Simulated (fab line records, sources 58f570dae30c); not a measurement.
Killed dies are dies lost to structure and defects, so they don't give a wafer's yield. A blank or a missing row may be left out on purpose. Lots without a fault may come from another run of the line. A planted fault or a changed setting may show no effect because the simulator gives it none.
fab line records | flow berkeley_cmos170
record lots=5 wafers=15 last_day=13
route steps=331 shown NSD@189 BACKSIDE@199 SDANNEAL@204 PSD@206 PLDD@208 NLDD@209 SILICIDE@210 CONTACT@216
lots that met no fault: from a run of the same line without faults
start_h: hours from the record's first day to the start of the lot's first wafer shown | wait_h: hours since the lot's step before | " the same as in the row above | L1.1+2: a row that stands for several wafers | - no value, or no start given | * or withheld: withheld | < > ~ a bound
route shown NAME@n: a module of which the file shows steps, and the number in the route of the first | usual: mean/standard deviation of fault-free wafers | same: alike in all rows | chamber/n: place in a boat | sites: the reading at each site | _std_site: their standard deviation | _edge_site: outer sites' mean less inner sites' | radius_mm: how far each site lies from the wafer's centre | mask NAME#n: copy n | behind: the tool/chamber that last shaped the wafer | hold: why the lot was held/for how many hours/how that ended | device: the transistor (n, p or np) that didn't switch | end of line: the same wafers' tests at the end of the route | a step without rows: its recipe alone | killed: dies lost to structure and defects at the first sort, not the wafer's yield | map: a wafer's dies, x killed, . not, _ none there
set.NAME: the setting as run; set.NAME@STEP: as run at that earlier step | model.NAME: the simulator's own value behind a step, which no gauge read
lots at some steps of the route; a table a step, a row a wafer
services: from which hour (start_h, from the record's first day; less than 0 if before it) a tool's chamber was out of use, for how many hours, and why
## steps
# step UCB170_NSD_SOFTBAKE_02
# recipe resist=KrF temp_c=130 time_s=60
# usual heater_power_total_W=56.80/0.04
# columns lot.wafer tool chamber start_h wait_h heater_power_total_W
L077.1 litho_track-02 0 189.64 0.1 56.73
L077.3 " 0 " " 56.62
L077.6 " 0 " " 56.80
L076.1 litho_track-01 0 189.85 0.1 56.86
L076.3 " 0 " " 56.78
L076.6 " 0 " " 56.85
L082.1 litho_track-01 0 214.73 0.1 56.81
L082.2 " 0 " " 56.73
L082.5 " 0 " " 56.78
L093.1 litho_track-01 0 266.35 0.1 56.78
L093.3 " 0 " " 56.77
L093.4 " 0 " " 56.82
L096.3 litho_track-02 0 279.78 0.1 56.82
L096.4 " 0 " " 56.72
L096.5 " 0 " " 56.79
# step UCB170_NSD_EXPOSE_03
# recipe mask_id=NSELECT_MOD na=0.5 sigma_outer=0.6 source_shape=conventional target_cd_nm=1200 dose_mj=30
# same sigma_outer=0.6
# columns lot.wafer tool chamber start_h wait_h mask
L077.1+3+6 krf_scanner-01 0 189.92 0.3 NSELECT_MOD#0
L076.1+3+6 krf_scanner-02 0 190.16 0.3 NSELECT_MOD#0
L082.1+2+5 krf_scanner-02 0 215.02 0.3 NSELECT_MOD#0
L093.1+3+4 krf_scanner-02 0 266.63 0.2 NSELECT_MOD#0
L096.3+4+5 krf_scanner-02 0 279.92 0.1 NSELECT_MOD#0
# step UCB170_NSD_PEB_04
# recipe peb_temp_c=130 peb_time_s=withheld resist=KrF
# usual heater_power_total_W=56.80/0.047
# columns lot.wafer tool chamber start_h wait_h heater_power_total_W
L077.1 litho_track-02 0 190.24 0.3 56.83
L077.3 " 0 " " 56.80
L077.6 " 0 " " 56.82
L076.1 litho_track-02 0 190.51 0.3 56.83
L076.3 " 0 " " 56.79
L076.6 " 0 " " 56.80
L082.1 litho_track-03 0 215.64 0.6 56.73
L082.2 " 0 " " 56.86
L082.5 " 0 " " 56.78
L093.1 litho_track-03 0 267.40 0.8 56.78
L093.3 " 0 " " 56.87
L093.4 " 0 " " 56.83
L096.3 litho_track-01 0 280.11 0.2 56.81
L096.4 " 0 " " 56.84
L096.5 " 0 " " 56.88
# step UCB170_NSD_DEVELOP_05
# recipe developer=TMAH develop_time_s=45 resist=KrF dev_temp_c=21
# columns lot.wafer tool chamber start_h wait_h
L077.1+3+6 litho_track-02 0 - -
L076.1+3+6 litho_track-02 0 - -
L082.1+2+5 litho_track-03 0 - -
L093.1+3+4 litho_track-03 0 - -
L096.3+4+5 litho_track-01 0 - -
# step UCB170_NSD_CD_MEAS_06
# recipe target_cd_nm=1200
# usual cd_nm=1200.4/1.4
# columns lot.wafer tool chamber start_h wait_h cd_nm
L077.1 cd_sem-01 - 190.51 - 1200.9
L077.3 " - " " 1200.5
L077.6 " - " " 1199.7
L076.1 cd_sem-01 - 190.79 - 1201.0
L076.3 " - " " 1200.8
L076.6 " - " " 1200.7
L082.1 cd_sem-02 - 215.92 - 1199.9
L082.2 " - " " 1200.5
L082.5 " - " " 1200.3
L093.1 cd_sem-01 - 267.68 - 1202.4
L093.3 " - " " 1201.2
L093.4 " - " " 1201.0
L096.3 cd_sem-01 - 280.37 - 1200.4
L096.4 " - " " 1201.0
L096.5 " - " " 1200.0
# step UCB170_NSD_OVL_MEAS_07
# usual NSD_OVL=1/4.8
# columns lot.wafer tool chamber start_h wait_h NSD_OVL[nm]
L077.1 overlay-01 - 190.63 0.1 2
L077.3 " - " " 1
L077.6 " - " " -1
L076.1 overlay-02 - 190.91 0.1 6
L076.3 " - " " 0
L076.6 " - " " 2
L082.1 overlay-02 - 216.04 0.1 -4
L082.2 " - " " -3
L082.5 " - " " -1
L093.1 overlay-01 - 267.80 0.1 1
L093.3 " - " " 5
L093.4 " - " " 5
L096.3 overlay-01 - 280.47 0.1 -4
L096.4 " - " " -9
L096.5 " - " " -8
# step UCB170_NSD_IMPLANT_08
# recipe species=P dose_cm2=3e+15 energy_kev=40 tilt_deg=7
# columns lot.wafer tool chamber start_h wait_h
L077.1+3+6 implanter-04 0 190.67 0.0
L076.1+3+6 implanter-02 0 190.94 0.0
L082.1+2+5 implanter-03 0 216.07 0.0
L093.1+3+4 implanter-02 0 267.83 0.0
L096.3+4+5 implanter-04 0 280.54 0.1
# step UCB170_NSD_STRIP_09
# recipe chemistry=O2 power_w=400 pressure_mtorr=3500 platen_temp_c=withheld o2_flow_sccm=400 overash_fraction=0.5
# usual drypump_motor_current_A=6.16/0.28 oes_product_au=0.534/0.0047 strip_time_to_endpoint_s=35.82/0.073
# columns lot.wafer tool chamber start_h wait_h drypump_motor_current_A oes_product_au rf_hours_counter_h strip_time_to_endpoint_s
L077.1 plasma_asher-02 1 190.82 0.1 5.69 0.534 40 35.74
L077.3 " 0 " " 6.20 0.532 - 35.75
L077.6 " 0 " " 6.20 0.540 - 35.78
L076.1 plasma_asher-03 1 191.09 0.1 5.87 0.542 7 35.82
L076.3 " 0 " " 6.54 0.538 - 35.90
L076.6 " 0 " " 6.53 0.540 - 35.88
L082.1 plasma_asher-03 1 216.22 0.1 5.87 0.537 9 35.71
L082.2 " 0 " " 6.55 0.538 9 35.72
L082.5 " 0 " " 6.58 0.538 - 35.70
L093.1 plasma_asher-03 0 267.98 0.1 6.54 0.530 15 35.95
L093.3 " 1 " " 5.88 0.538 - 35.94
L093.4 " 0 " " 6.53 0.527 - 35.90
L096.3 plasma_asher-03 1 280.67 0.1 5.89 0.524 - 35.80
L096.4 " 0 " " 6.55 0.533 - 35.88
L096.5 " 1 " " 5.87 0.534 - 35.83
# step UCB170_NSD_TW_MEAS_10
# usual NSD_TW=4176/24
# columns lot.wafer tool chamber start_h wait_h NSD_TW
L077.1 film_metro-04 - 190.92 0.1 4172
L077.3 " - " " 4135
L077.6 " - " " 4174
L076.1 film_metro-04 - 191.19 0.1 4169
L076.3 " - " " 4167
L076.6 " - " " 4160
L082.1 film_metro-02 - 216.32 0.1 4174
L082.2 " - " " 4186
L082.5 " - " " 4178
L093.1 film_metro-04 - 268.08 0.1 4179
L093.3 " - " " 4189
L093.4 " - " " 4186
L096.3 film_metro-02 - 280.76 0.1 4196
L096.4 " - " " 4198
L096.5 " - " " 4213
# step UCB170_NSD_CLEAN_11
# recipe chemistry=SPM temp_c=120 time_s=600
# columns lot.wafer tool chamber start_h wait_h
L077.1+3+6 wet_bench-03 2 191.15 0.2
L076.1+3+6 wet_bench-03 2 191.33 0.1
L082.1+2+5 wet_bench-03 2 216.38 0.1
L093.1+3+4 wet_bench-01 0 268.14 0.1
L096.3+4+5 wet_bench-04 3 281.68 0.9
# step UCB170_BACKSIDE_HMDS_00
# recipe prime_time_s=60 prime_temp_c=100
# columns lot.wafer tool chamber start_h wait_h
L077.1+3+6 litho_track-01 0 191.33 0.0
L076.1+3+6 litho_track-04 0 191.50 0.0
L082.1+2+5 litho_track-01 0 216.56 0.0
L093.1+3+4 litho_track-03 0 268.68 0.4
L096.3+4+5 litho_track-03 0 281.90 0.1
# step UCB170_BACKSIDE_COAT_01
# recipe resist=KrF spin_rpm=1500 resist_thk_nm=900
# columns lot.wafer tool chamber start_h wait_h
L077.1+3+6 litho_track-01 0 191.48 0.1
L076.1+3+6 litho_track-04 0 191.65 0.1
L082.1+2+5 litho_track-01 0 216.71 0.1
L093.1+3+4 litho_track-03 0 268.83 0.1
L096.3+4+5 litho_track-03 0 282.05 0.1
# step UCB170_BACKSIDE_SOFTBAKE_02
# recipe resist=KrF temp_c=130 time_s=60
# usual heater_power_total_W=56.80/0.045
# columns lot.wafer tool chamber start_h wait_h heater_power_total_W
L077.1 litho_track-01 0 191.63 0.1 56.78
L077.3 " 0 " " 56.80
L077.6 " 0 " " 56.78
L076.1 litho_track-04 0 191.80 0.1 56.67
L076.3 " 0 " " 56.77
L076.6 " 0 " " 56.83
L082.1 litho_track-01 0 216.86 0.1 56.76
L082.2 " 0 " " 56.85
L082.5 " 0 " " 56.81
L093.1 litho_track-03 0 268.98 0.1 56.78
L093.3 " 0 " " 56.78
L093.4 " 0 " " 56.79
L096.3 litho_track-03 0 282.20 0.1 56.74
L096.4 " 0 " " 56.79
L096.5 " 0 " " 56.76
# step UCB170_BACKSIDE_STRIP_03
# recipe chemistry=O2 power_w=400 pressure_mtorr=3500 platen_temp_c=withheld o2_flow_sccm=400 overash_fraction=0.5
# usual drypump_motor_current_A=6.23/0.23 oes_product_au=0.735/0.0041 strip_time_to_endpoint_s=21.93/0.063
# columns lot.wafer tool chamber start_h wait_h drypump_motor_current_A oes_product_au rf_hours_counter_h strip_time_to_endpoint_s
L077.1 plasma_asher-01 1 191.78 0.1 6.22 0.736 41 21.94
L077.3 " 0 " " 6.28 0.736 - 21.94
L077.6 " 0 " " 6.31 0.733 - 21.90
L076.1 plasma_asher-03 1 191.95 0.1 5.87 0.740 7 21.93
L076.3 " 1 " " 5.86 0.731 - 21.92
L076.6 " 0 " " 6.56 0.736 - 21.89
L082.1 plasma_asher-03 1 217.01 0.1 5.89 0.729 10 21.95
L082.2 " 0 " " 6.50 0.731 10 22.06
L082.5 " 0 " " 6.53 0.738 - 21.94
L093.1 plasma_asher-03 0 269.13 0.1 6.57 0.738 15 21.98
L093.3 " 0 " " 6.56 0.743 - 21.94
L093.4 " 1 " " 5.86 0.733 - 21.98
L096.3 plasma_asher-03 1 282.34 0.1 5.88 0.733 - 21.87
L096.4 " 0 " " 6.56 0.729 - 21.85
L096.5 " 0 " " 6.55 0.729 - 21.84
# step UCB170_BACKSIDE_CLEAN_04
# recipe chemistry=SPM temp_c=120 time_s=600
# columns lot.wafer tool chamber start_h wait_h
L077.1+3+6 wet_bench-03 1 192.05 0.2
L076.1+3+6 wet_bench-03 2 192.23 0.2
L082.1+2+5 wet_bench-03 2 217.11 0.1
L093.1+3+4 wet_bench-01 1 269.23 0.1
L096.3+4+5 wet_bench-01 2 282.40 0.0
# step UCB170_SDANNEAL_RTA_00
# recipe temp_c=900 time_s=10 ambient=N2
# usual lamp_power_pct=23.2/0.95 wafer_temp_C_max=902.8/0.65
# columns lot.wafer tool chamber start_h wait_h lamp_power_pct wafer_temp_C_max
L077.1 rtp_anneal-01 0 192.23 0.0 22.3 903.7
L077.3 " 0 " " 22.3 903.1
L077.6 " 0 " " 22.3 902.0
L076.1 rtp_anneal-02 0 192.40 0.0 24.2 904.1
L076.3 " 0 " " 24.2 902.4
L076.6 " 0 " " 24.2 904.4
L082.1 rtp_anneal-01 0 217.28 0.0 22.3 902.8
L082.2 " 0 " " 22.3 901.9
L082.5 " 0 " " 22.3 903.2
L093.1 rtp_anneal-02 0 269.40 0.0 24.2 903.0
L093.3 " 0 " " 24.2 902.8
L093.4 " 0 " " 24.2 902.4
L096.3 rtp_anneal-01 0 282.62 0.0 22.3 902.8
L096.4 " 0 " " 22.3 901.8
L096.5 " 0 " " 22.3 902.3
# step UCB170_SDANNEAL_RTA_01
# recipe temp_c=1050 time_s=5 ambient=N2
# usual lamp_power_pct=35.8/1.5 wafer_temp_C_max=1053.4/0.98
# columns lot.wafer tool chamber start_h wait_h lamp_power_pct wafer_temp_C_max
L077.1 rtp_anneal-01 0 192.29 0.1 34.4 1053.0
L077.3 " 0 " " 34.5 1052.0
L077.6 " 0 " " 34.4 1052.7
L076.1 rtp_anneal-02 0 192.47 0.1 37.4 1055.7
L076.3 " 0 " " 37.4 1056.3
L076.6 " 0 " " 37.3 1053.8
L082.1 rtp_anneal-01 0 217.35 0.1 34.4 1053.2
L082.2 " 0 " " 34.5 1053.4
L082.5 " 0 " " 34.4 1053.2
L093.1 rtp_anneal-02 0 269.47 0.1 37.4 1053.1
L093.3 " 0 " " 37.4 1054.2
L093.4 " 0 " " 37.4 1053.7
L096.3 rtp_anneal-01 0 282.68 0.1 34.5 1053.0
L096.4 " 0 " " 34.5 1052.6
L096.5 " 0 " " 34.4 1052.6
# step UCB170_SDANNEAL_RS_MEAS_02
# recipe thk_meas_gauge=four-point-probe
# usual PSD_RS=75.54/0.28
# columns lot.wafer tool chamber start_h wait_h PSD_RS[ohm/sq]
L077.1 film_metro-01 - 192.35 0.0 76.00
L077.3 " - " " 75.90
L077.6 " - " " 75.75
L076.1 film_metro-04 - 192.53 0.0 75.62
L076.3 " - " " 75.46
L076.6 " - " " 75.77
L082.1 film_metro-02 - 217.41 0.0 75.79
L082.2 " - " " 75.61
L082.5 " - " " 75.36
L093.1 film_metro-04 - 269.53 0.0 75.65
L093.3 " - " " 75.79
L093.4 " - " " 75.77
L096.3 film_metro-02 - 282.76 0.1 75.34
L096.4 " - " " 75.32
L096.5 " - " " 75.20
# step UCB170_SDANNEAL_RS_MEAS_03
# recipe thk_meas_gauge=four-point-probe
# usual NSD_RS=37.24/0.09
# columns lot.wafer tool chamber start_h wait_h NSD_RS[ohm/sq]
L077.1 film_metro-01 - 192.47 0.1 37.33
L077.3 " - " " 37.29
L077.6 " - " " 37.29
L076.1 film_metro-04 - 192.65 0.1 37.15
L076.3 " - " " 37.14
L076.6 " - " " 37.12
L082.1 film_metro-02 - 217.53 0.1 37.37
L082.2 " - " " 37.36
L082.5 " - " " 37.26
L093.1 film_metro-04 - 269.65 0.1 37.23
L093.3 " - " " 37.19
L093.4 " - " " 37.09
L096.3 film_metro-02 - 282.88 0.1 37.30
L096.4 " - " " 37.35
L096.5 " - " " 37.30
# step UCB170_SDANNEAL_RS_MEAS_04
# recipe thk_meas_gauge=four-point-probe
# usual PLDD_RS=1030.8/2.7
# columns lot.wafer tool chamber start_h wait_h PLDD_RS[ohm/sq]
L077.1 film_metro-01 - 192.59 0.1 1030.0
L077.3 " - " " 1033.5
L077.6 " - " " 1031.4
L076.1 film_metro-04 - 192.77 0.1 1027.3
L076.3 " - " " 1027.5
L076.6 " - " " 1027.9
L082.1 film_metro-02 - 217.65 0.1 1031.7
L082.2 " - " " 1030.2
L082.5 " - " " 1030.8
L093.1 film_metro-04 - 269.77 0.1 1027.0
L093.3 " - " " 1026.6
L093.4 " - " " 1029.2
L096.3 film_metro-02 - 283.00 0.1 1031.1
L096.4 " - " " 1030.7
L096.5 " - " " 1030.9
# step UCB170_SDANNEAL_RS_MEAS_05
# recipe thk_meas_gauge=four-point-probe
# usual NLDD_RS=616.3/1.4
# columns lot.wafer tool chamber start_h wait_h NLDD_RS[ohm/sq]
L077.1 film_metro-01 - 192.71 0.1 617.0
L077.3 " - " " 617.0
L077.6 " - " " 616.4
L076.1 film_metro-04 - 192.89 0.1 617.6
L076.3 " - " " 616.0
L076.6 " - " " 614.8
L082.1 film_metro-02 - 217.77 0.1 617.8
L082.2 " - " " 620.9
L082.5 " - " " 619.8
L093.1 film_metro-04 - 269.89 0.1 615.5
L093.3 " - " " 616.8
L093.4 " - " " 615.7
L096.3 film_metro-02 - 283.12 0.1 616.7
L096.4 " - " " 616.4
L096.5 " - " " 616.8
# step UCB170_SILICIDE_PRE_CLEAN_00
# recipe gas=Ar preclean_etch_time_s=60
# columns lot.wafer tool chamber start_h wait_h
L077.1+3+6 pvd_sputter-02 - 192.83 0.1
L076.1+3+6 pvd_sputter-04 - 193.01 0.1
L082.1+2+5 pvd_sputter-01 - 217.89 0.1
L093.1+3+4 pvd_sputter-04 - 270.01 0.1
L096.3+4+5 pvd_sputter-02 - 283.20 0.1
# step UCB170_SILICIDE_SPUTTER_01
# recipe material=Ti target_thk_nm=30 time_s=25 power_w=1500 chamber_pressure_pa=0.5
# usual throttle_valve_pct=30.5/1.3
# columns lot.wafer tool chamber start_h wait_h throttle_valve_pct
L077.1 pvd_sputter-02 - 192.90 0.0 29.5
L077.3 " - " " 30.9
L077.6 " - " " 31.0
L076.1 pvd_sputter-04 - 193.07 0.0 28.8
L076.3 " - " " 30.1
L076.6 " - " " 31.7
L082.1 pvd_sputter-01 - 217.96 0.0 30.4
L082.2 " - " " 31.6
L082.5 " - " " 30.1
L093.1 pvd_sputter-04 - 270.07 0.0 28.7
L093.3 " - " " 30.1
L093.4 " - " " 31.9
L096.3 pvd_sputter-02 - 283.27 0.0 29.1
L096.4 " - " " 31.0
L096.5 " - " " 30.8
# step UCB170_SILICIDE_RS_MEAS_02
# recipe thk_meas_gauge=four-point-probe reads=Ti_of_SILICIDE_SPUTTER_01
# usual SILICIDE_TI_RS=26.2/0.35
# columns lot.wafer tool chamber start_h wait_h SILICIDE_TI_RS[ohm/sq]
L077.1 film_metro-03 - 192.93 0.0 26.2
L077.3 " - " " 26.2
L077.6 " - " " 26.1
L076.1 film_metro-01 - 193.10 0.0 25.8
L076.3 " - " " 25.8
L076.6 " - " " 25.6
L082.1 film_metro-03 - 217.99 0.0 26.3
L082.2 " - " " 26.2
L082.5 " - " " 26.3
L093.1 film_metro-02 - 270.10 0.0 26.0
L093.3 " - " " 26.1
L093.4 " - " " 26.1
L096.3 film_metro-03 - 283.34 0.1 26.3
L096.4 " - " " 26.2
L096.5 " - " " 26.1
# step UCB170_SILICIDE_THK_MEAS_03
# recipe thk_meas_gauge=xrf reads=Ti_of_SILICIDE_SPUTTER_01
# usual SILICIDE_TI_THK=30.2/0.36
# columns lot.wafer tool chamber start_h wait_h SILICIDE_TI_THK[nm]
L077.1 film_metro-03 - 193.05 0.1 30.1
L077.3 " - " " 30.2
L077.6 " - " " 30.3
L076.1 film_metro-01 - 193.22 0.1 30.6
L076.3 " - " " 30.9
L076.6 " - " " 30.8
L082.1 film_metro-03 - 218.11 0.1 30.3
L082.2 " - " " 30.3
L082.5 " - " " 30.3
L093.1 film_metro-02 - 270.22 0.1 30.1
L093.3 " - " " 30.2
L093.4 " - " " 30.2
L096.3 film_metro-03 - 283.44 0.1 30.2
L096.4 " - " " 30.3
L096.5 " - " " 30.3
# step UCB170_SILICIDE_RTA_04
# recipe temp_c=650 time_s=15 ambient=N2
# usual lamp_power_pct=10.0/0.4 wafer_temp_C_max=652.3/0.53
# columns lot.wafer tool chamber start_h wait_h lamp_power_pct wafer_temp_C_max
L077.1 rtp_anneal-02 0 193.11 0.1 10.4 653.0
L077.3 " 0 " " 10.4 652.7
L077.6 " 0 " " 10.4 652.0
L076.1 rtp_anneal-01 0 193.28 0.1 9.5 652.1
L076.3 " 0 " " 9.6 652.6
L076.6 " 0 " " 9.6 651.9
L082.1 rtp_anneal-01 0 218.17 0.1 9.6 651.9
L082.2 " 0 " " 9.6 652.2
L082.5 " 0 " " 9.6 652.0
L093.1 rtp_anneal-02 0 270.28 0.1 10.4 652.3
L093.3 " 0 " " 10.4 651.5
L093.4 " 0 " " 10.4 652.4
L096.3 rtp_anneal-02 0 283.51 0.1 10.4 652.2
L096.4 " 0 " " 10.4 653.6
L096.5 " 0 " " 10.4 653.0
# step UCB170_SILICIDE_WET_ETCH_05
# recipe chemistry=SPM time_s=45 temp_c=120 target=Ti
# columns lot.wafer tool chamber start_h wait_h
L077.1+3+6 wet_bench-03 1 193.18 0.1
L076.1+3+6 wet_bench-03 1 193.38 0.1
L082.1+2+5 wet_bench-03 1 218.24 0.1
L093.1+3+4 wet_bench-02 0 270.36 0.1
L096.3+4+5 wet_bench-04 0 285.87 2.4
# step UCB170_CONTACT_CLEAN_00
# recipe chemistry=SPM temp_c=120 time_s=600
# columns lot.wafer tool chamber start_h wait_h
L077.1+3+6 wet_bench-03 1 193.21 0.0
L076.1+3+6 wet_bench-03 1 193.40 0.0
L082.1+2+5 wet_bench-02 1 218.26 0.0
L093.1+3+4 wet_bench-04 0 270.38 0.0
L096.3+4+5 wet_bench-02 0 286.39 0.5
# step UCB170_CONTACT_CVD_01
# recipe material=PSG target_thk_nm=700 temp_c=450 precursor=SiH4/O2/PH3 time_s=2820 pressure_mtorr=300 sih4_flow_sccm=60 o2_flow_sccm=90 ph3_flow_sccm=25
# usual sih4_flow_sccm=60.04/0.18
# columns lot.wafer tool chamber start_h wait_h sih4_flow_sccm
L076.1 lpcvd-02 1 194.21 0.6 59.79
L076.3 " 1 " " 59.78
L076.6 " 1 " " 60.00
L077.1 lpcvd-02 0 194.21 0.8 59.97
L077.3 " 0 " " 60.22
L077.6 " 0 " " 59.81
L082.1 lpcvd-01 1 218.44 0.0 60.19
L082.2 " 1 " " 60.09
L082.5 " 1 " " 60.16
L093.1 lpcvd-02 0 271.68 1.1 60.56
L093.3 " 0 " " 60.42
L093.4 " 0 " " 60.20
L096.3 lpcvd-02 0 286.60 0.0 60.21
L096.4 " 0 " " 60.09
L096.5 " 0 " " 60.22
# step UCB170_CONTACT_THK_MEAS_02
# recipe reads=PSG_of_CONTACT_CVD_01
# usual CONTACT_PSG_THK=704/5
# columns lot.wafer tool chamber start_h wait_h CONTACT_PSG_THK[nm]
L077.1 film_metro-04 - 195.99 0.0 702
L077.3 " - " " 699
L077.6 " - " " 697
L076.1 film_metro-03 - 196.04 0.0 706
L076.3 " - " " 709
L076.6 " - " " 710
L082.1 film_metro-01 - 220.22 0.0 703
L082.2 " - " " 707
L082.5 " - " " 708
L093.1 film_metro-04 - 273.46 0.0 708
L093.3 " - " " 706
L093.4 " - " " 710
L096.3 film_metro-04 - 288.41 0.0 701
L096.4 " - " " 701
L096.5 " - " " 698
# step UCB170_CONTACT_HMDS_03
# recipe prime_time_s=60 prime_temp_c=100
# columns lot.wafer tool chamber start_h wait_h
L077.1+3+6 litho_track-02 0 196.05 0.1
L076.1+3+6 litho_track-04 0 196.10 0.1
L082.1+2+5 litho_track-04 0 220.28 0.1
L093.1+3+4 litho_track-02 0 273.72 0.2
L096.3+4+5 litho_track-02 0 288.62 0.2
# step UCB170_CONTACT_COAT_04
# recipe resist=KrF spin_rpm=1500 resist_thk_nm=900
# columns lot.wafer tool chamber start_h wait_h
L077.1+3+6 litho_track-02 0 196.20 0.1
L076.1+3+6 litho_track-04 0 196.25 0.1
L082.1+2+5 litho_track-04 0 220.43 0.1
L093.1+3+4 litho_track-02 0 273.87 0.1
L096.3+4+5 litho_track-02 0 288.77 0.1
# step UCB170_CONTACT_SOFTBAKE_05
# recipe resist=KrF temp_c=130 time_s=60
# usual heater_power_total_W=56.80/0.045
# columns lot.wafer tool chamber start_h wait_h heater_power_total_W
L077.1 litho_track-02 0 196.35 0.1 56.80
L077.3 " 0 " " 56.72
L077.6 " 0 " " 56.78
L076.1 litho_track-04 0 196.40 0.1 56.81
L076.3 " 0 " " 56.79
L076.6 " 0 " " 56.82
L082.1 litho_track-04 0 220.58 0.1 56.81
L082.2 " 0 " " 56.85
L082.5 " 0 " " 56.86
L093.1 litho_track-02 0 274.02 0.1 56.79
L093.3 " 0 " " 56.82
L093.4 " 0 " " 56.77
L096.3 litho_track-02 0 288.92 0.1 56.80
L096.4 " 0 " " 56.83
L096.5 " 0 " " 56.83
# step UCB170_CONTACT_STRIP_06
# recipe chemistry=O2 power_w=400 pressure_mtorr=3500 platen_temp_c=withheld o2_flow_sccm=400 overash_fraction=0.5
# usual drypump_motor_current_A=6.15/0.21 oes_product_au=0.734/0.0047 strip_time_to_endpoint_s=21.93/0.055
# columns lot.wafer tool chamber start_h wait_h drypump_motor_current_A oes_product_au rf_hours_counter_h strip_time_to_endpoint_s
L077.1 plasma_asher-02 0 196.50 0.1 6.23 0.728 41 22.00
L077.3 " 0 " " 6.22 0.729 - 21.93
L077.6 " 0 " " 6.22 0.733 - 21.98
L076.1 plasma_asher-04 1 196.55 0.1 6.06 0.740 54 21.93
L076.3 " 0 " " 6.38 0.744 - 21.92
L076.6 " 1 " " 6.04 0.739 - 21.96
L082.1 plasma_asher-01 1 220.73 0.1 6.25 0.737 44 21.88
L082.2 " 0 " " 6.29 0.734 44 21.96
L082.5 " 0 " " 6.27 0.736 - 21.95
L093.1 plasma_asher-01 1 274.17 0.1 6.23 0.735 50 22.01
L093.3 " 0 " " 6.27 0.725 - 21.96
L093.4 " 1 " " 6.25 0.738 - 21.94
L096.3 plasma_asher-04 1 289.06 0.1 6.04 0.733 - 21.90
L096.4 " 0 " " 6.37 0.739 - 21.98
L096.5 " 0 " " 6.37 0.733 - 21.97
# step UCB170_CONTACT_CLEAN_07
# recipe chemistry=SPM temp_c=120 time_s=600
# columns lot.wafer tool chamber start_h wait_h
L076.1+3+6 wet_bench-03 0 198.29 1.7
L077.1+3+6 wet_bench-03 1 198.29 1.8
L082.1+2+5 wet_bench-04 2 220.83 0.1
L093.1+3+4 wet_bench-03 0 274.28 0.1
L096.3+4+5 wet_bench-02 3 291.39 2.3
# step UCB170_CONTACT_RTA_08
# recipe temp_c=900 time_s=10 ambient=N2
# usual lamp_power_pct=23.2/0.95 wafer_temp_C_max=903.1/0.85
# columns lot.wafer tool chamber start_h wait_h lamp_power_pct wafer_temp_C_max
L076.1 rtp_anneal-02 0 198.46 0.0 24.2 903.4
L076.3 " 0 " " 24.2 903.5
L076.6 " 0 " " 24.2 903.3
L077.1 rtp_anneal-01 0 198.46 0.0 22.4 903.3
L077.3 " 0 " " 22.3 903.9
L077.6 " 0 " " 22.3 902.7
L082.1 rtp_anneal-01 0 221.00 0.0 22.3 902.3
L082.2 " 0 " " 22.3 902.1
L082.5 " 0 " " 22.3 903.1
L093.1 rtp_anneal-02 0 274.63 0.0 24.2 903.8
L093.3 " 0 " " 24.2 902.7
L093.4 " 0 " " 24.2 902.3
L096.3 rtp_anneal-02 0 291.63 0.0 24.2 903.4
L096.4 " 0 " " 24.2 902.0
L096.5 " 0 " " 24.2 903.8
# step UCB170_CONTACT_COAT_09
# recipe resist=BARC temp_c=withheld time_s=withheld spin_rpm=3000 resist_thk_nm=withheld
# columns lot.wafer tool chamber start_h wait_h
L076.1+3+6 litho_track-03 0 198.84 0.4
L077.1+3+6 litho_track-04 0 198.84 0.4
L082.1+2+5 litho_track-02 0 221.08 0.1
L093.1+3+4 litho_track-04 0 274.73 0.1
L096.3+4+5 litho_track-03 0 291.76 0.1
# step UCB170_CONTACT_COAT_10
# recipe resist=KrF spin_rpm=1500 resist_thk_nm=900
# columns lot.wafer tool chamber start_h wait_h
L076.1+3+6 litho_track-03 0 - -
L077.1+3+6 litho_track-04 0 - -
L082.1+2+5 litho_track-02 0 - -
L093.1+3+4 litho_track-04 0 - -
L096.3+4+5 litho_track-03 0 - -
# step UCB170_CONTACT_SOFTBAKE_11
# recipe resist=KrF temp_c=130 time_s=60
# usual heater_power_total_W=56.80/0.045
# columns lot.wafer tool chamber start_h wait_h heater_power_total_W
L076.1 litho_track-03 0 - - 56.85
L076.3 " 0 " " 56.80
L076.6 " 0 " " 56.78
L077.1 litho_track-04 0 - - 56.75
L077.3 " 0 " " 56.80
L077.6 " 0 " " 56.87
L082.1 litho_track-02 0 - - 56.84
L082.2 " 0 " " 56.81
L082.5 " 0 " " 56.82
L093.1 litho_track-04 0 - - 56.76
L093.3 " 0 " " 56.82
L093.4 " 0 " " 56.77
L096.3 litho_track-03 0 - - 56.81
L096.4 " 0 " " 56.81
L096.5 " 0 " " 56.73
# step UCB170_CONTACT_EXPOSE_12
# recipe mask_id=CONT target_cd_nm=700 na=0.5 sigma_outer=0.6 source_shape=conventional dose_mj=35
# same sigma_outer=0.6
# columns lot.wafer tool chamber start_h wait_h mask
L076.1+3+6 krf_scanner-01 0 199.44 - CONT#0
L077.1+3+6 krf_scanner-02 0 199.69 - CONT#0
L082.1+2+5 krf_scanner-01 0 221.65 - CONT#0
L093.1+3+4 krf_scanner-01 0 275.30 - CONT#0
L096.3+4+5 krf_scanner-01 0 292.50 - CONT#0
# step UCB170_CONTACT_PEB_13
# recipe peb_temp_c=130 peb_time_s=withheld resist=KrF
# usual heater_power_total_W=56.80/0.045
# columns lot.wafer tool chamber start_h wait_h heater_power_total_W
L076.1 litho_track-04 0 199.84 0.4 56.79
L076.3 " 0 " " 56.81
L076.6 " 0 " " 56.81
L077.1 litho_track-04 0 200.12 0.4 56.77
L077.3 " 0 " " 56.75
L077.6 " 0 " " 56.78
L082.1 litho_track-03 0 221.77 0.1 56.81
L082.2 " 0 " " 56.86
L082.5 " 0 " " 56.82
L093.1 litho_track-02 0 275.42 0.1 56.79
L093.3 " 0 " " 56.89
L093.4 " 0 " " 56.83
L096.3 litho_track-03 0 292.66 0.1 56.85
L096.4 " 0 " " 56.80
L096.5 " 0 " " 56.86
## services
# columns tool chamber start_h hours kind
pvd_sputter-02 - 171.84 1.0 repair
pvd_sputter-04 - 188.25 2.7 repair
krf_scanner-01 - 193.96 1.0 pm
krf_scanner-02 - 199.80 4.0 pm
wet_bench-03 - 208.20 1.9 pm
implanter-04 - 210.01 1.7 repair
implanter-03 - 217.30 4.0 repair
implanter-03 - 219.16 5.0 repair
krf_scanner-01 - 245.31 0.8 pm
krf_scanner-02 - 257.59 1.3 pm
implanter-03 - 263.40 20.2 pm
wet_bench-04 - 267.65 1.9 pm
wet_bench-03 - 275.68 47.7 repair
pvd_sputter-04 - 277.43 1.6 repair
krf_scanner-02 - 286.52 1.0 pm
rtp_anneal-02 - 288.66 0.9 pm
plasma_asher-03 - 290.25 1.4 repair
## key
fault none
